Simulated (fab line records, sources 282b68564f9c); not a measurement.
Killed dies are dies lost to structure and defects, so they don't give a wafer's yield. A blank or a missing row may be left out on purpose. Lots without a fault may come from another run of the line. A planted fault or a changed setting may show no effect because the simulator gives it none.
Split-lot experiment | flow rit_cmos | 5 lots, 23 wafers read, on a route of 202 steps

THE SPLIT
At RIT_GATE_DEVELOP_15 (develop time 50 s), the setting develop_time_s was moved away from the recipe's 50 s on 7 of the 23 wafers read, by +4.7% to +7.5%. The other wafers ran this setting at the recipe's value.

FROM THE SPLIT TO THE READING: what the file shows between them, 4 steps
- RIT_GATE_CD_MEAS_16: target cd 150 nm
- RIT_GATE_HARDBAKE_18: time 60 s
- RIT_GATE_ETCH_19: etches poly-Si in SF6/CHF3/O2, stops on SiO2, time 165 s, target depth 312.5 nm
- RIT_GATE_STRIP_20: strips in O2, time 180 s

THE READING
cd_nm, in nm, at RIT_GATE_CD_MEAS_90 (target cd 150 nm). Fault-free wafers of this fab line usually give 150.8 nm, standard deviation 2.7 nm.

wafer  | tool, chamber at the split | develop_time_s as run, s | against the recipe | cd_nm, nm | against lot-mates on the recipe
L074.2 | litho_track-03, 0          | 50                       | recipe             | 156.0     | -
L074.3 | litho_track-03, 0          | 50                       | recipe             | 155.6     | -
L074.4 | litho_track-03, 0          | 50                       | recipe             | 154.5     | -
L074.5 | litho_track-03, 0          | 50                       | recipe             | 160.1     | -
L074.6 | litho_track-03, 0          | 50                       | recipe             | 155.8     | -
L075.1 | litho_track-04, 0          | 50                       | recipe             | 149.9     | -
L075.4 | litho_track-04, 0          | 50                       | recipe             | 148.0     | -
L075.6 | litho_track-04, 0          | 50                       | recipe             | 147.2     | -
L076.1 | litho_track-02, 0          | 50                       | recipe             | 151.4     | -
L076.2 | litho_track-02, 0          | 50                       | recipe             | 148.9     | -
L076.3 | litho_track-02, 0          | 52.35                    | +4.7%              | 140.3     | -10.0
L076.4 | litho_track-02, 0          | 52.35                    | +4.7%              | 143.4     | -6.9
L076.5 | litho_track-02, 0          | 50                       | recipe             | 150.7     | -
L081.1 | litho_track-02, 0          | 52.75                    | +5.5%              | 140.9     | -10.8
L081.3 | litho_track-02, 0          | 50                       | recipe             | 151.6     | -
L081.4 | litho_track-02, 0          | 50                       | recipe             | 151.8     | -
L081.5 | litho_track-02, 0          | 52.75                    | +5.5%              | 140.8     | -10.9
L081.6 | litho_track-02, 0          | 52.75                    | +5.5%              | 142.3     | -9.4
L083.1 | litho_track-03, 0          | 53.76                    | +7.5%              | 137.6     | -12.8
L083.2 | litho_track-03, 0          | 50                       | recipe             | 151.4     | -
L083.3 | litho_track-03, 0          | 53.76                    | +7.5%              | 135.9     | -14.5
L083.4 | litho_track-03, 0          | 50                       | recipe             | 149.3     | -
L083.5 | litho_track-03, 0          | 50                       | recipe             | 150.5     | -

THE FIT
A straight line over all 23 wafers: cd_nm changes by -2.02 nm for each +1% of develop_time_s; r = -0.89; the points scatter about the line by 3 nm.
The same after taking each lot's own level away (the mean of its wafers on the recipe; 23 wafers): -1.84 nm for each +1%; r = -0.97; scatter 1.3 nm.
On that fit, the largest move of develop_time_s shifts the reading by 14 nm.
The lots' own levels span 148.37 to 156.40 nm, that is 3.0 times the standard deviation above.
So the lot-to-lot level changes the slope: the two fits differ.
Check: with one of the wafers moved furthest among these (+7.5%) left out of the fit, the line predicts -14.1 nm for it against its lot-mates. It came out at -12.8 nm against them.

OTHER SPLITS ON THESE WAFERS
These wafers also went through other splits before the reading. Each is held against what the fit with the lots' levels taken away leaves over:
other split on the same wafers | wafers away from the commonest value | r with cd_nm (lot level and that fit taken away)
RIT_GATE_CLEAN_01 time_s       | 15                                   | +0.00
RIT_GATE_CVD_08 time_s         | 15                                   | -0.05

THE WHOLE CHAIN: every reading that the file lists as answering this split, in the file's order
step                | what it does     | reading | change (the file's fit)              | r (the file's)
RIT_GATE_CD_MEAS_16 | target cd 150 nm | cd_nm   | -1.8 nm for each +1% of the setting  | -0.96
RIT_GATE_CD_MEAS_90 | target cd 150 nm | cd_nm   | -1.84 nm for each +1% of the setting | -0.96

THE FILE'S OWN FIT
cd_nm changes by -1.84 nm for each +1% of develop_time_s, r = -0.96.
